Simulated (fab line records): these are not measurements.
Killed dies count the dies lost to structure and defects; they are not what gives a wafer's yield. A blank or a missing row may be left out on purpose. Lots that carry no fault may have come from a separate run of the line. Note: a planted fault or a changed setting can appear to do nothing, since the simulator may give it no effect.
The tool behind it: which one?	flow berkeleyCmos170	14 lots, 42 wafers sampled, at 6 steps of a route of 331

WHAT THE GAUGES READ, wafer by wafer
UCB170_V1_CD_MEAS_90 targets a cd of 700 nm.
lot	measured	on	cdNm (nm)
L867	day 8 03:00	cdSem-02	699.0 700.2 701.8
L868	day 8 06:08	cdSem-01	698.8 698.5 697.6
L873	day 9 03:33	cdSem-02	700.5 702.2 702.1
L874	day 9 22:45	cdSem-01	698.8 699.0 698.7
L875	day 9 23:01	cdSem-01	699.7 699.4 700.0
L877	day 10 02:23	cdSem-02	702.1 700.5 701.3
L878	day 10 20:01	cdSem-02	696.9 699.1 698.2
L881	day 11 12:46	cdSem-01	698.8 699.5 698.0
L882	day 11 17:51	cdSem-02	699.3 699.2 700.6
L883	day 12 13:12	cdSem-02	702.2 699.0 699.1
L885	day 12 18:17	cdSem-02	697.7 700.0 697.9
L889	day 13 15:31	cdSem-01	699.1 700.8 699.9
L890	day 13 18:16	cdSem-01	698.4 699.1 699.3
L888	day 13 19:52	cdSem-02	700.9 700.4 701.3

UCB170_V2_THK_MEAS_04.
lot	measured	on	V2_POLISHED_THK (nm)
L867	day 8 06:36	filmMetro-01	1000.4 1001.2 999.8
L868	day 8 09:29	filmMetro-01	1001.3 1000.5 1001.2
L873	day 9 07:20	filmMetro-02	1000.7 1001.8 1002.2
L874	day 10 02:00	filmMetro-01	999.6 999.6 999.8
L875	day 10 02:24	filmMetro-04	1074.8 1078.0 1077.5
L877	day 10 06:19	filmMetro-01	1075.7 1075.0 1075.1
L878	day 10 23:34	filmMetro-01	1000.5 1001.2 1000.7
L881	day 11 16:19	filmMetro-04	1000.6 999.8 999.8
L882	day 11 22:08	filmMetro-02	1000.9 1001.1 1001.5
L883	day 12 16:28	filmMetro-02	1000.5 1001.2 1001.1
L885	day 12 22:52	filmMetro-02	999.6 998.4 1000.2
L889	day 13 19:05	filmMetro-02	999.9 1000.9 1001.9
L890	day 13 21:47	filmMetro-04	999.6 999.0 998.8
L888	day 13 23:48	filmMetro-04	999.5 999.3 1001.4

UCB170_M3_THK_MEAS_03: measures by xrf.
lot	measured	on	M3_AL_THK (nm)
L867	day 8 10:10	filmMetro-01	874 869 862
L868	day 8 11:55	filmMetro-04	870 869 874
L873	day 9 11:51	filmMetro-01	876 877 870
L874	day 10 04:08	filmMetro-03	870 875 876
L875	day 10 04:27	filmMetro-04	884 882 882
L877	day 10 09:53	filmMetro-03	890 872 881
L878	day 11 01:55	filmMetro-01	867 868 865
L881	day 11 18:44	filmMetro-03	873 866 864
L882	day 12 04:00	filmMetro-04	872 875 875
L883	day 12 19:40	filmMetro-04	868 867 867
L885	day 13 01:46	filmMetro-04	867 869 866
L889	day 13 21:07	filmMetro-01	874 871 871
L890	day 14 00:40	filmMetro-01	882 880 874
L888	day 14 03:01	filmMetro-01	847 845 847

WHICH TOOL RAN EACH LOT (tool, then ch and the chambers of the sampled wafers, then the start)
lot	UCB170_M1_SPUTTER_00	UCB170_V2_CMP_02	UCB170_V2_ETCH_14
L867	pvdSputter-04, day 7 19:38	cmp-02 ch 0,1, day 8 06:13	rieDiel-01 ch 0,1,2, day 8 09:28
L868	pvdSputter-03, day 7 22:05	cmp-02 ch 0,1,2, day 8 09:09	rieDiel-01 ch 0,3, day 8 11:14
L873	pvdSputter-01, day 8 21:53	cmp-02 ch 1,2,3, day 9 07:01	rieDiel-04 ch 1,3, day 9 11:07
L874	pvdSputter-04, day 9 15:34	cmp-01 ch 0,3, day 10 01:34	rieDiel-01 ch 0,1, day 10 03:28
L875	pvdSputter-03, day 9 15:50	cmp-02 ch 1,2,3, day 10 02:04	rieDiel-04 ch 0,1,3, day 10 03:47
L877	pvdSputter-04, day 9 20:53	cmp-02 ch 1,2,3, day 10 05:58	rieDiel-01 ch 2,3, day 10 09:12
L878	pvdSputter-03, day 10 13:10	cmp-01 ch 0,2,3, day 10 23:14	rieDiel-01 ch 1,2, day 11 01:14
L881	pvdSputter-01, day 11 07:20	cmp-01 ch 2,3, day 11 15:55	rieDiel-03 ch 1,2, day 11 18:02
L882	pvdSputter-04, day 11 07:37	cmp-01 ch 0,2,3, day 11 21:48	rieDiel-03 ch 0,1,2, day 12 03:19
L883	pvdSputter-01, day 12 03:59	cmp-01 ch 0,1, day 12 16:02	rieDiel-03 ch 0,1,2, day 12 19:00
L885	pvdSputter-01, day 12 11:28	cmp-02 ch 1,3, day 12 22:26	rieDiel-03 ch 1,2,3, day 13 01:05
L889	pvdSputter-01, day 13 09:49	cmp-01 ch 0,1,3, day 13 18:43	rieDiel-03 ch 0,3, day 13 20:26
L890	pvdSputter-04, day 13 11:49	cmp-02 ch 0,2, day 13 21:21	rieDiel-03 ch 0,1, day 13 23:59
L888	pvdSputter-03, day 13 13:55	cmp-01 ch 0,1,2, day 13 23:28	rieDiel-03 ch 2,3, day 14 02:20
- UCB170_M1_SPUTTER_00: material Al, target thk 600 nm, time 80 s.
- UCB170_V2_CMP_02: polishes SiO2.
- UCB170_V2_ETCH_14: etches SiO2 in CHF3/CF4/Ar, stops on Al, target depth 1250 nm, time 291 s.

WHAT THE TOOLS THEMSELVES READ (means of the sampled wafers that have a number; where no wafer has one, the mark that the record gives instead)
UCB170_M1_SPUTTER_00.
lot	tool	throttleValvePct (%)
L867	pvdSputter-04	29.3
L868	pvdSputter-03	30.6
L873	pvdSputter-01	30.6
L874	pvdSputter-04	29.2
L875	pvdSputter-03	30.6
L877	pvdSputter-04	29.3
L878	pvdSputter-03	30.1
L881	pvdSputter-01	30.3
L882	pvdSputter-04	29.8
L883	pvdSputter-01	30.3
L885	pvdSputter-01	31.0
L889	pvdSputter-01	31.2
L890	pvdSputter-04	29.6
L888	pvdSputter-03	30.4

UCB170_V2_CMP_02.
lot	tool	motorCurrentA (A)	slurryFlowMlMin
L867	cmp-02	15.7	150.1
L868	cmp-02	15.6	150.1
L873	cmp-02	15.9	150.5
L874	cmp-01	17.2	149.8
L875	cmp-02	15.4	149.7
L877	cmp-02	16.0	149.9
L878	cmp-01	17.7	150.2
L881	cmp-01	17.1	150.1
L882	cmp-01	16.7	149.8
L883	cmp-01	15.1	149.7
L885	cmp-02	15.4	149.6
L889	cmp-01	16.2	150.0
L890	cmp-02	15.8	150.0
L888	cmp-01	16.1	149.9

UCB170_V2_ETCH_14.
lot	tool	drypumpMotorCurrentA (A)	oesProductAu (a.u.)	throttleValvePct (%)
L867	rieDiel-01	5.5	0.869	6.95
L868	rieDiel-01	5.0	0.880	6.97
L873	rieDiel-04	5.5	0.880	7.04
L874	rieDiel-01	5.3	0.873	6.95
L875	rieDiel-04	5.8	0.926	6.94
L877	rieDiel-01	5.8	0.898	6.93
L878	rieDiel-01	5.8	0.867	6.93
L881	rieDiel-03	5.6	0.879	7.02
L882	rieDiel-03	5.6	0.879	7.03
L883	rieDiel-03	5.6	0.876	7.03
L885	rieDiel-03	5.3	0.881	6.94
L889	rieDiel-03	5.2	0.865	6.94
L890	rieDiel-03	5.6	0.875	6.95
L888	rieDiel-03	5.2	0.876	6.92

THE ANSWER, worked out from the rows above alone
Rule: the usual values come from the lots themselves. Put in order of their means at a reading, lots are off if they are a third of the lots or fewer, leave a main group of 4 or more, and stand apart from it by a gap of 3 or more times the standard deviation of the main group's means; of several such gaps the widest counts. The tables above print the reading to a certain number of digits; a main group whose means all agree to those digits is not used. A lot without any number at a reading at which 4 lots or more have one is off too. The other lots that the step has rows for count as sound. The gauges are gone through in route order, then the tools' own readings, and for those a lot's mean is taken as printed above. At the first step where some lot is off, the reading lying furthest off is the one used; lots without a number count as furthest.
Off: L875, L877, at UCB170_V2_THK_MEAS_04 (V2_POLISHED_THK). For the main group the mean is 1000.4 nm and the standard deviation 0.73.
A tool fits if, at a process step before that reading, it ran every lot that is off, and no sound lot after the first of them. Gauges at UCB170_V2_THK_MEAS_04: tried the same way as those tools. None of those tried fits.

WHAT THE SIMULATOR PUT IN
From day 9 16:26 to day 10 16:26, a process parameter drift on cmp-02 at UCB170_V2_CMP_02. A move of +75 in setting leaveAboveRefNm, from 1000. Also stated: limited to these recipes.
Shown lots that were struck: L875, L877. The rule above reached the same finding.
